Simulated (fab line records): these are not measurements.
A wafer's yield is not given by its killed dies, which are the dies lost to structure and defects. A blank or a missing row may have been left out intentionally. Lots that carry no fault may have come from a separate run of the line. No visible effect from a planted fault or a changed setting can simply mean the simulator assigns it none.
A sampling plan put to the test | flow berkeleyCmos170 | 13 faults told of in these records, all on one fab line, each judged by the records of the lots it struck
The plan is the line's own looks: the steps of the route at which a gauge or an inspection reads the wafer and doesn't change it. Where struck wafers have a number at a look and the file lists that look's usual mean and standard deviation on fault-free wafers, the look can be judged. Caught: 4 or more of those standard deviations (sigma) separate the usual mean from the mean of the struck wafers at a look after the fault's first step. On the tool: the fault's steps, tested the same way using the tool's own readings. It also counts as caught if the struck wafers ran another recipe or if their record alone is blank.

== THE FAULTS, as the simulator had put them in ==
1. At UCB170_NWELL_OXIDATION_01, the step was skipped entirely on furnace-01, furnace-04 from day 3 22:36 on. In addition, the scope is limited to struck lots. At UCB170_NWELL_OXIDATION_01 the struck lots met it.
2. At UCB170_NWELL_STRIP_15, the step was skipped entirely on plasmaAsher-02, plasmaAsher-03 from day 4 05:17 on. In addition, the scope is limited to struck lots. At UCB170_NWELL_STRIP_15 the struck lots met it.
3. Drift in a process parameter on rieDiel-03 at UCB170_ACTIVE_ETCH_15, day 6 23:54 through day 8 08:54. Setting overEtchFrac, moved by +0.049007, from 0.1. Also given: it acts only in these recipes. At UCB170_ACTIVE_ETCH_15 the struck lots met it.
4. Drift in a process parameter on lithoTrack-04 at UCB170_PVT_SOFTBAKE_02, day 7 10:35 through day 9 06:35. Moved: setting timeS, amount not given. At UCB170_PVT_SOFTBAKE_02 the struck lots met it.
5. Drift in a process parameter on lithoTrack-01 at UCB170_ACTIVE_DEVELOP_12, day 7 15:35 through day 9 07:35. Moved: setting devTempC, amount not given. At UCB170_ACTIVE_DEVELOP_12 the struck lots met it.
6. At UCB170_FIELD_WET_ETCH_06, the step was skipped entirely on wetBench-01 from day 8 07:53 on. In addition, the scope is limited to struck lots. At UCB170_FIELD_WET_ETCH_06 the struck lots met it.
7. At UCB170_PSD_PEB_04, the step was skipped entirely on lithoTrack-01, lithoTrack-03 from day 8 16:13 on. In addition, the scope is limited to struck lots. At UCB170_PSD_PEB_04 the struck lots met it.
8. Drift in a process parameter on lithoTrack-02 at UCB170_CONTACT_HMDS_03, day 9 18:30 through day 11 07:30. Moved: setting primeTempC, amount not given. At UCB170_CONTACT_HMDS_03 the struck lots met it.
9. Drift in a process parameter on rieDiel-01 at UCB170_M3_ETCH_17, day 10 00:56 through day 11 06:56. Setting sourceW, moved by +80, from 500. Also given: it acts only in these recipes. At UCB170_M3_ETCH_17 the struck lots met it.
10. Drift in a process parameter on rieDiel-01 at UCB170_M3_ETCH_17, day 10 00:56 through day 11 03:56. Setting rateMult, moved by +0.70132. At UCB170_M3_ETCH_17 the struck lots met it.
11. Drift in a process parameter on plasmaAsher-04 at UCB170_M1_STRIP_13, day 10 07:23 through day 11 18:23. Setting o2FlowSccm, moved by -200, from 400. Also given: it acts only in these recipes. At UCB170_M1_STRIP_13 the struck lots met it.
12. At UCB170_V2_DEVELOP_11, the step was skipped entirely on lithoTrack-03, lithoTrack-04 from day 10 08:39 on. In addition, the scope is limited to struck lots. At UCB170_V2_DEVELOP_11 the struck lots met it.
13. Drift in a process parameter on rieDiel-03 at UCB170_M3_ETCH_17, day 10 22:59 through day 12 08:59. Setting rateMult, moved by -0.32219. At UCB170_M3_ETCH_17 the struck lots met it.

== WHAT THE PLAN SAW ==
fault | on the tool itself                               | first look that catches it                      | reading, sigma | median hours from its first step to that look | hours from the fault's start to the first struck lot there | judged looks passed uncaught
1     | the tool's record is blank for the struck wafers | no look after it can be judged                  | -              | -                                             | -                                                          | 0
2     | the tool's record is blank for the struck wafers | no look after it can be judged                  | -              | -                                             | -                                                          | 0
3     | under 2 sigma                                    | not the one look that can be judged after it    | -              | -                                             | -                                                          | 1
4     | heaterPowerTotalW +99 or beyond sigma            | not the one look that can be judged after it    | -              | -                                             | -                                                          | 1
5     | developerTempC -9.0 sigma                        | none of the 2 looks that can be judged after it | -              | -                                             | -                                                          | 2
6     | the tool's record is blank for the struck wafers | none of the 2 looks that can be judged after it | -              | -                                             | -                                                          | 2
7     | the tool's record is blank for the struck wafers | no look after it can be judged                  | -              | -                                             | -                                                          | 0
8     | primeTempC -30 sigma                             | no look after it can be judged                  | -              | -                                             | -                                                          | 0
9     | rfFwdPowerW +42 sigma                            | not the one look that can be judged after it    | -              | -                                             | -                                                          | 1
10    | oesProductAu +21 sigma                           | no look after it can be judged                  | -              | -                                             | -                                                          | 0
11    | o2FlowSccm -99 or beyond sigma                   | no look after it can be judged                  | -              | -                                             | -                                                          | 0
12    | the tool's record is blank for the struck wafers | no look after it can be judged                  | -              | -                                             | -                                                          | 0
13    | oesProductAu -10 sigma                           | no look after it can be judged                  | -              | -                                             | -                                                          | 0
A dash: the fault isn't caught, or these records don't give the number.

Caught at a look: 0 of 13. Caught on the tool: 12 of 13. By one or the other: 12 of 13.
Faults caught by the tool alone: 1, 2, 4, 5, 6, 7, 8, 9, 10, 11, 12, 13.
Caught by neither: fault 3.
